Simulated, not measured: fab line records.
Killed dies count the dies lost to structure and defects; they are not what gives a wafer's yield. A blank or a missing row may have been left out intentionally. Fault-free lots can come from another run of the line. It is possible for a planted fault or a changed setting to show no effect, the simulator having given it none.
fab line records / flow ritCmos / part 2 of 2: steps 36 to 48 of 48
[record] lots = 5 wafers = 15 lastDay = 7
route steps=202 shown ACTIVE@9 FOX1@20 FOX2@23 NWELL@28 PWELL@39 WELLDRIVE@50 NRETRO@53
lots with no fault: from the same line, run without faults
startH: hours from the record's first day to the start of the lot's first wafer shown / waitH: how many hours have passed since the lot's step before this one / " identical to the entry in the row above / L1.1+2: several wafers, shown together as one row / - no value, or no start was given / * or withheld: withheld / < > ~ a bound
route shown NAME@n: names a module that has steps shown in the file, with the first one's number in the route / usual: the fault-free wafers' mean and standard deviation / same: alike in all rows / chamber/n: place in a boat / sites: readings site by site / _std_site: standard deviation of those values / _edge_site: the outer-site mean with the inner-site mean subtracted / radiusMm: for every site, how far away it sits from the centre of the wafer / mask NAME#n: copy n / behind: tool/chamber where the wafer was last shaped / hold: reason for holding the lot/hours on hold/outcome of the hold / device: names the non-switching transistor (n, p or np) / end of line: tests of these same wafers at the route's end / where a step has no rows: the recipe by itself / killed: count of dies lost to structure and defects at first sort (not the wafer's yield) / map: a wafer's dies, x killed, . not, _ none there
set.NAME: the run value of the setting; set.NAME@STEP: its run value at that earlier step / model.NAME: the simulator's own value behind a step, which no gauge read
a table for each step, a row for each wafer; lots at some steps of the route
services: when a tool's chamber went out of use (startH, in hours from the record's first day, below 0 if earlier), for how many hours, and the reason
[[steps]]
[step RIT_PWELL_DEVELOP_05]
[recipe] resist = NOVOLAK developTimeS = 68 devTempC = 23
[usual] developerTempC = 23.01/0.11
lot.wafer=L075.1 tool=lithoTrack-04 chamber=0 startH=- waitH=- developerTempC=22.89
lot.wafer=L075.4 tool=lithoTrack-04 chamber=0 startH=- waitH=- developerTempC=22.91
lot.wafer=L075.5 tool=lithoTrack-04 chamber=0 startH=- waitH=- developerTempC=23.07
lot.wafer=L076.1 tool=lithoTrack-03 chamber=0 startH=- waitH=- developerTempC=23.03
lot.wafer=L076.2 tool=lithoTrack-03 chamber=0 startH=- waitH=- developerTempC=22.92
lot.wafer=L076.3 tool=lithoTrack-03 chamber=0 startH=- waitH=- developerTempC=23.00
lot.wafer=L083.3 tool=lithoTrack-03 chamber=0 startH=- waitH=- developerTempC=22.98
lot.wafer=L083.4 tool=lithoTrack-03 chamber=0 startH=- waitH=- developerTempC=23.11
lot.wafer=L083.6 tool=lithoTrack-03 chamber=0 startH=- waitH=- developerTempC=22.97
lot.wafer=L085.2 tool=lithoTrack-01 chamber=0 startH=- waitH=- developerTempC=22.98
lot.wafer=L085.3 tool=lithoTrack-01 chamber=0 startH=- waitH=- developerTempC=23.09
lot.wafer=L085.4 tool=lithoTrack-01 chamber=0 startH=- waitH=- developerTempC=23.06
lot.wafer=L097.4 tool=lithoTrack-03 chamber=0 startH=- waitH=- developerTempC=22.88
lot.wafer=L097.5 tool=lithoTrack-03 chamber=0 startH=- waitH=- developerTempC=22.95
lot.wafer=L097.6 tool=lithoTrack-03 chamber=0 startH=- waitH=- developerTempC=22.95
[step RIT_PWELL_OVL_MEAS_06]
[usual] PWELL_OVL = 1.1/1.4
lot.wafer=L075.1 tool=overlay-01 chamber=- startH=32.42 waitH=- PWELL_OVL[nm]=2.9
lot.wafer=L075.4 tool=overlay-01 chamber=- startH=32.42 waitH=- PWELL_OVL[nm]=2.7
lot.wafer=L075.5 tool=overlay-01 chamber=- startH=32.42 waitH=- PWELL_OVL[nm]=2.0
lot.wafer=L076.1 tool=overlay-02 chamber=- startH=41.31 waitH=- PWELL_OVL[nm]=2.2
lot.wafer=L076.2 tool=overlay-02 chamber=- startH=41.31 waitH=- PWELL_OVL[nm]=2.5
lot.wafer=L076.3 tool=overlay-02 chamber=- startH=41.31 waitH=- PWELL_OVL[nm]=2.6
lot.wafer=L083.3 tool=overlay-02 chamber=- startH=74.86 waitH=- PWELL_OVL[nm]=-0.5
lot.wafer=L083.4 tool=overlay-02 chamber=- startH=74.86 waitH=- PWELL_OVL[nm]=-0.3
lot.wafer=L083.6 tool=overlay-02 chamber=- startH=74.86 waitH=- PWELL_OVL[nm]=-0.7
lot.wafer=L085.2 tool=overlay-02 chamber=- startH=90.57 waitH=- PWELL_OVL[nm]=1.5
lot.wafer=L085.3 tool=overlay-02 chamber=- startH=90.57 waitH=- PWELL_OVL[nm]=2.6
lot.wafer=L085.4 tool=overlay-02 chamber=- startH=90.57 waitH=- PWELL_OVL[nm]=3.3
lot.wafer=L097.4 tool=overlay-01 chamber=- startH=141.40 waitH=- PWELL_OVL[nm]=1.8
lot.wafer=L097.5 tool=overlay-01 chamber=- startH=141.40 waitH=- PWELL_OVL[nm]=0.2
lot.wafer=L097.6 tool=overlay-01 chamber=- startH=141.40 waitH=- PWELL_OVL[nm]=0.9
[step RIT_PWELL_HARDBAKE_07]
[recipe] resist = NOVOLAK tempC = 140 timeS = 120
lot.wafer=L075.1+4+5 tool=lithoTrack-01 chamber=0 startH=32.45 waitH=0.0
lot.wafer=L076.1+2+3 tool=lithoTrack-01 chamber=0 startH=41.35 waitH=0.0
lot.wafer=L083.3+4+6 tool=lithoTrack-01 chamber=0 startH=74.97 waitH=0.1
lot.wafer=L085.2+3+4 tool=lithoTrack-01 chamber=0 startH=90.64 waitH=0.1
lot.wafer=L097.4+5+6 tool=lithoTrack-04 chamber=0 startH=141.54 waitH=0.1
[step RIT_PWELL_IMPLANT_08]
[recipe] species = B energyKev = 170 doseCm2 = 7e+13 tiltDeg = 7
lot.wafer=L075.1+4+5 tool=implanter-01 chamber=0 startH=32.70 waitH=0.2
lot.wafer=L076.1+2+3 tool=implanter-04 chamber=0 startH=41.60 waitH=0.2
lot.wafer=L083.3+4+6 tool=implanter-02 chamber=0 startH=75.19 waitH=0.2
lot.wafer=L085.2+3+4 tool=implanter-02 chamber=0 startH=90.88 waitH=0.2
lot.wafer=L097.4+5+6 tool=implanter-04 chamber=0 startH=141.74 waitH=0.2
[step RIT_PWELL_STRIP_09]
[recipe] chemistry = O2 timeS = 180 resist = NOVOLAK platenTempC = withheld powerW = 500 pressureMtorr = 4000 o2FlowSccm = 4000
[usual] chamberPressureMTorr = 4000/3.4 drypumpMotorCurrentA = 5.6/0.46 o2FlowSccm = 3999/13 rfReflPowerW = 7.5/0.75
lot.wafer=L075.1 tool=plasmaAsher-01 chamber=0 startH=32.85 waitH=0.1 chamberPressureMTorr=4004 drypumpMotorCurrentA=6.0 o2FlowSccm=4005 rfHoursCounterH=25 rfReflPowerW=8.0
lot.wafer=L075.4 tool=plasmaAsher-01 chamber=0 startH=32.85 waitH=0.1 chamberPressureMTorr=3998 drypumpMotorCurrentA=6.0 o2FlowSccm=3995 rfHoursCounterH=- rfReflPowerW=8.2
lot.wafer=L075.5 tool=plasmaAsher-01 chamber=1 startH=32.85 waitH=0.1 chamberPressureMTorr=3992 drypumpMotorCurrentA=5.0 o2FlowSccm=4014 rfHoursCounterH=- rfReflPowerW=6.7
lot.wafer=L076.1 tool=plasmaAsher-02 chamber=0 startH=41.75 waitH=0.1 chamberPressureMTorr=3998 drypumpMotorCurrentA=5.5 o2FlowSccm=4005 rfHoursCounterH=42 rfReflPowerW=8.0
lot.wafer=L076.2 tool=plasmaAsher-02 chamber=1 startH=41.75 waitH=0.1 chamberPressureMTorr=3998 drypumpMotorCurrentA=6.5 o2FlowSccm=3994 rfHoursCounterH=42 rfReflPowerW=8.2
lot.wafer=L076.3 tool=plasmaAsher-02 chamber=0 startH=41.75 waitH=0.1 chamberPressureMTorr=3997 drypumpMotorCurrentA=5.5 o2FlowSccm=3994 rfHoursCounterH=- rfReflPowerW=7.8
lot.wafer=L083.3 tool=plasmaAsher-01 chamber=0 startH=75.35 waitH=0.1 chamberPressureMTorr=4000 drypumpMotorCurrentA=6.0 o2FlowSccm=3998 rfHoursCounterH=- rfReflPowerW=8.2
lot.wafer=L083.4 tool=plasmaAsher-01 chamber=1 startH=75.35 waitH=0.1 chamberPressureMTorr=4002 drypumpMotorCurrentA=5.0 o2FlowSccm=3990 rfHoursCounterH=- rfReflPowerW=6.5
lot.wafer=L083.6 tool=plasmaAsher-01 chamber=1 startH=75.35 waitH=0.1 chamberPressureMTorr=4003 drypumpMotorCurrentA=5.0 o2FlowSccm=3991 rfHoursCounterH=- rfReflPowerW=6.8
lot.wafer=L085.2 tool=plasmaAsher-01 chamber=0 startH=91.00 waitH=0.1 chamberPressureMTorr=3999 drypumpMotorCurrentA=6.0 o2FlowSccm=4014 rfHoursCounterH=29 rfReflPowerW=7.9
lot.wafer=L085.3 tool=plasmaAsher-01 chamber=1 startH=91.00 waitH=0.1 chamberPressureMTorr=4002 drypumpMotorCurrentA=5.0 o2FlowSccm=4003 rfHoursCounterH=- rfReflPowerW=6.4
lot.wafer=L085.4 tool=plasmaAsher-01 chamber=0 startH=91.00 waitH=0.1 chamberPressureMTorr=4004 drypumpMotorCurrentA=6.0 o2FlowSccm=3978 rfHoursCounterH=- rfReflPowerW=7.5
lot.wafer=L097.4 tool=plasmaAsher-04 chamber=1 startH=141.88 waitH=0.1 chamberPressureMTorr=3997 drypumpMotorCurrentA=5.7 o2FlowSccm=4008 rfHoursCounterH=- rfReflPowerW=8.2
lot.wafer=L097.5 tool=plasmaAsher-04 chamber=0 startH=141.88 waitH=0.1 chamberPressureMTorr=4003 drypumpMotorCurrentA=5.4 o2FlowSccm=3987 rfHoursCounterH=- rfReflPowerW=6.7
lot.wafer=L097.6 tool=plasmaAsher-04 chamber=1 startH=141.88 waitH=0.1 chamberPressureMTorr=4004 drypumpMotorCurrentA=5.7 o2FlowSccm=3983 rfHoursCounterH=- rfReflPowerW=8.3
[step RIT_PWELL_TW_MEAS_10]
[usual] PWELL_TW = 952/9
lot.wafer=L075.1 tool=filmMetro-02 chamber=- startH=33.03 waitH=0.1 PWELL_TW=953
lot.wafer=L075.4 tool=filmMetro-02 chamber=- startH=33.03 waitH=0.1 PWELL_TW=955
lot.wafer=L075.5 tool=filmMetro-02 chamber=- startH=33.03 waitH=0.1 PWELL_TW=956
lot.wafer=L076.1 tool=filmMetro-04 chamber=- startH=41.92 waitH=0.1 PWELL_TW=949
lot.wafer=L076.2 tool=filmMetro-04 chamber=- startH=41.92 waitH=0.1 PWELL_TW=953
lot.wafer=L076.3 tool=filmMetro-04 chamber=- startH=41.92 waitH=0.1 PWELL_TW=949
lot.wafer=L083.3 tool=filmMetro-02 chamber=- startH=75.48 waitH=0.1 PWELL_TW=961
lot.wafer=L083.4 tool=filmMetro-02 chamber=- startH=75.48 waitH=0.1 PWELL_TW=955
lot.wafer=L083.6 tool=filmMetro-02 chamber=- startH=75.48 waitH=0.1 PWELL_TW=948
lot.wafer=L085.2 tool=filmMetro-02 chamber=- startH=91.19 waitH=0.1 PWELL_TW=959
lot.wafer=L085.3 tool=filmMetro-02 chamber=- startH=91.19 waitH=0.1 PWELL_TW=958
lot.wafer=L085.4 tool=filmMetro-02 chamber=- startH=91.19 waitH=0.1 PWELL_TW=955
lot.wafer=L097.4 tool=filmMetro-01 chamber=- startH=142.02 waitH=0.1 PWELL_TW=961
lot.wafer=L097.5 tool=filmMetro-01 chamber=- startH=142.02 waitH=0.1 PWELL_TW=961
lot.wafer=L097.6 tool=filmMetro-01 chamber=- startH=142.02 waitH=0.1 PWELL_TW=961
[step RIT_WELLDRIVE_ANNEAL_00]
[recipe] tempC = 1100 timeS = 14700 ambient = N2
lot.wafer=L075.1+4+5 tool=furnace-01 chamber=0 startH=37.64 waitH=4.6
lot.wafer=L076.1+2+3 tool=furnace-03 chamber=0 startH=50.72 waitH=8.8
lot.wafer=L083.3+4+6 tool=furnace-03 chamber=0 startH=75.93 waitH=0.4
lot.wafer=L085.2+3+4 tool=furnace-03 chamber=0 startH=93.21 waitH=2.0
lot.wafer=L097.4+5+6 tool=furnace-04 chamber=0 startH=143.30 waitH=1.3
[step RIT_WELLDRIVE_RS_MEAS_01]
[recipe] thkMeasGauge = four-point-probe
[usual] NWELL_RS = 275.5/0.74
lot.wafer=L075.1 tool=filmMetro-01 chamber=- startH=42.72 waitH=0.0 NWELL_RS[ohm/sq]=275.7
lot.wafer=L075.4 tool=filmMetro-01 chamber=- startH=42.72 waitH=0.0 NWELL_RS[ohm/sq]=275.3
lot.wafer=L075.5 tool=filmMetro-01 chamber=- startH=42.72 waitH=0.0 NWELL_RS[ohm/sq]=275.9
lot.wafer=L076.1 tool=filmMetro-02 chamber=- startH=55.80 waitH=0.0 NWELL_RS[ohm/sq]=274.4
lot.wafer=L076.2 tool=filmMetro-02 chamber=- startH=55.80 waitH=0.0 NWELL_RS[ohm/sq]=274.6
lot.wafer=L076.3 tool=filmMetro-02 chamber=- startH=55.80 waitH=0.0 NWELL_RS[ohm/sq]=275.1
lot.wafer=L083.3 tool=filmMetro-02 chamber=- startH=81.05 waitH=0.0 NWELL_RS[ohm/sq]=275.4
lot.wafer=L083.4 tool=filmMetro-02 chamber=- startH=81.05 waitH=0.0 NWELL_RS[ohm/sq]=275.9
lot.wafer=L083.6 tool=filmMetro-02 chamber=- startH=81.05 waitH=0.0 NWELL_RS[ohm/sq]=277.0
lot.wafer=L085.2 tool=filmMetro-01 chamber=- startH=98.31 waitH=0.0 NWELL_RS[ohm/sq]=275.9
lot.wafer=L085.3 tool=filmMetro-01 chamber=- startH=98.31 waitH=0.0 NWELL_RS[ohm/sq]=275.0
lot.wafer=L085.4 tool=filmMetro-01 chamber=- startH=98.31 waitH=0.0 NWELL_RS[ohm/sq]=275.2
lot.wafer=L097.4 tool=filmMetro-01 chamber=- startH=148.44 waitH=0.1 NWELL_RS[ohm/sq]=274.1
lot.wafer=L097.5 tool=filmMetro-01 chamber=- startH=148.44 waitH=0.1 NWELL_RS[ohm/sq]=274.6
lot.wafer=L097.6 tool=filmMetro-01 chamber=- startH=148.44 waitH=0.1 NWELL_RS[ohm/sq]=273.3
[step RIT_WELLDRIVE_RS_MEAS_02]
[recipe] thkMeasGauge = four-point-probe
[usual] PWELL_RS = 429.3/1.4
lot.wafer=L075.1 tool=filmMetro-01 chamber=- startH=42.84 waitH=0.1 PWELL_RS[ohm/sq]=427.7
lot.wafer=L075.4 tool=filmMetro-01 chamber=- startH=42.84 waitH=0.1 PWELL_RS[ohm/sq]=428.4
lot.wafer=L075.5 tool=filmMetro-01 chamber=- startH=42.84 waitH=0.1 PWELL_RS[ohm/sq]=427.6
lot.wafer=L076.1 tool=filmMetro-02 chamber=- startH=55.92 waitH=0.1 PWELL_RS[ohm/sq]=429.1
lot.wafer=L076.2 tool=filmMetro-02 chamber=- startH=55.92 waitH=0.1 PWELL_RS[ohm/sq]=427.8
lot.wafer=L076.3 tool=filmMetro-02 chamber=- startH=55.92 waitH=0.1 PWELL_RS[ohm/sq]=429.8
lot.wafer=L083.3 tool=filmMetro-02 chamber=- startH=81.17 waitH=0.1 PWELL_RS[ohm/sq]=429.7
lot.wafer=L083.4 tool=filmMetro-02 chamber=- startH=81.17 waitH=0.1 PWELL_RS[ohm/sq]=431.8
lot.wafer=L083.6 tool=filmMetro-02 chamber=- startH=81.17 waitH=0.1 PWELL_RS[ohm/sq]=432.2
lot.wafer=L085.2 tool=filmMetro-01 chamber=- startH=98.43 waitH=0.1 PWELL_RS[ohm/sq]=428.3
lot.wafer=L085.3 tool=filmMetro-01 chamber=- startH=98.43 waitH=0.1 PWELL_RS[ohm/sq]=428.0
lot.wafer=L085.4 tool=filmMetro-01 chamber=- startH=98.43 waitH=0.1 PWELL_RS[ohm/sq]=428.6
lot.wafer=L097.4 tool=filmMetro-01 chamber=- startH=148.56 waitH=0.1 PWELL_RS[ohm/sq]=428.4
lot.wafer=L097.5 tool=filmMetro-01 chamber=- startH=148.56 waitH=0.1 PWELL_RS[ohm/sq]=429.3
lot.wafer=L097.6 tool=filmMetro-01 chamber=- startH=148.56 waitH=0.1 PWELL_RS[ohm/sq]=429.2
[step RIT_NRETRO_HMDS_00]
[recipe] primeTimeS = 60 primeTempC = 140
lot.wafer=L075.1+4+5 tool=lithoTrack-02 chamber=0 startH=42.96 waitH=0.1
lot.wafer=L076.1+2+3 tool=lithoTrack-03 chamber=0 startH=56.04 waitH=0.1
lot.wafer=L083.3+4+6 tool=lithoTrack-03 chamber=0 startH=81.30 waitH=0.1
lot.wafer=L085.2+3+4 tool=lithoTrack-03 chamber=0 startH=99.00 waitH=0.6
lot.wafer=L097.4+5+6 tool=lithoTrack-03 chamber=0 startH=148.78 waitH=0.2
[step RIT_NRETRO_COAT_01]
[recipe] resist = NOVOLAK spinRpm = 2000 resistThkNm = 1300
lot.wafer=L075.1+4+5 tool=lithoTrack-02 chamber=0 startH=43.11 waitH=0.1
lot.wafer=L076.1+2+3 tool=lithoTrack-03 chamber=0 startH=56.19 waitH=0.1
lot.wafer=L083.3+4+6 tool=lithoTrack-03 chamber=0 startH=81.45 waitH=0.1
lot.wafer=L085.2+3+4 tool=lithoTrack-03 chamber=0 startH=99.15 waitH=0.1
lot.wafer=L097.4+5+6 tool=lithoTrack-03 chamber=0 startH=148.93 waitH=0.1
[step RIT_NRETRO_SOFTBAKE_02]
[recipe] resist = NOVOLAK tempC = 90 timeS = 60
lot.wafer=L075.1+4+5 tool=lithoTrack-02 chamber=0 startH=43.26 waitH=0.1
lot.wafer=L076.1+2+3 tool=lithoTrack-03 chamber=0 startH=56.34 waitH=0.1
lot.wafer=L083.3+4+6 tool=lithoTrack-03 chamber=0 startH=81.60 waitH=0.1
lot.wafer=L085.2+3+4 tool=lithoTrack-03 chamber=0 startH=99.30 waitH=0.1
lot.wafer=L097.4+5+6 tool=lithoTrack-03 chamber=0 startH=149.08 waitH=0.1
[step RIT_NRETRO_EXPOSE_03]
[recipe] maskId = M4 na = 0.57 targetCdNm = 43900 doseMj = 250
[same] na = 0.57
lot.wafer=L075.1+4+5 tool=ilineStepper-02 chamber=0 startH=43.54 waitH=0.2 mask=M4#0
lot.wafer=L076.1+2+3 tool=ilineStepper-01 chamber=0 startH=56.61 waitH=0.2 mask=M4#0
lot.wafer=L083.3+4+6 tool=ilineStepper-02 chamber=0 startH=81.98 waitH=0.3 mask=M4#0
lot.wafer=L085.2+3+4 tool=ilineStepper-02 chamber=0 startH=99.45 waitH=0.1 mask=M4#0
lot.wafer=L097.4+5+6 tool=ilineStepper-02 chamber=0 startH=149.34 waitH=0.2 mask=M4#0
[[services]]
tool=implanter-02 chamber=- startH=-3.76 hours=4.4 kind=repair
tool=ilineStepper-02 chamber=- startH=-0.56 hours=7.0 kind=repair
tool=implanter-04 chamber=- startH=3.61 hours=3.9 kind=pm
tool=ilineStepper-02 chamber=- startH=8.38 hours=4.4 kind=pm
tool=furnace-04 chamber=- startH=9.60 hours=72.7 kind=pm
tool=plasmaAsher-04 chamber=- startH=19.79 hours=15.6 kind=pm
tool=plasmaAsher-02 chamber=- startH=21.58 hours=2.8 kind=pm
tool=implanter-04 chamber=- startH=35.49 hours=2.3 kind=repair
tool=implanter-04 chamber=- startH=46.20 hours=6.6 kind=repair
tool=wetBench-01 chamber=- startH=57.20 hours=4.5 kind=repair
tool=rieDiel-03 chamber=3 startH=66.73 hours=1.3 kind=repair
tool=plasmaAsher-03 chamber=- startH=67.92 hours=3.8 kind=repair
tool=ilineStepper-01 chamber=- startH=69.13 hours=1.7 kind=pm
tool=ilineStepper-01 chamber=- startH=76.64 hours=28.9 kind=pm
tool=implanter-04 chamber=- startH=79.93 hours=0.6 kind=repair
tool=furnace-04 chamber=- startH=82.28 hours=3.4 kind=pm
tool=furnace-01 chamber=- startH=87.10 hours=3.8 kind=pm
tool=plasmaAsher-02 chamber=- startH=108.75 hours=9.0 kind=pm
tool=plasmaAsher-01 chamber=- startH=112.30 hours=2.8 kind=pm
tool=rieDiel-02 chamber=2 startH=112.83 hours=11.1 kind=repair
tool=furnace-04 chamber=- startH=122.05 hours=3.4 kind=pm
tool=ilineStepper-02 chamber=- startH=122.96 hours=8.9 kind=pm
tool=plasmaAsher-03 chamber=- startH=130.17 hours=3.4 kind=repair
tool=ilineStepper-02 chamber=- startH=131.85 hours=1.7 kind=pm
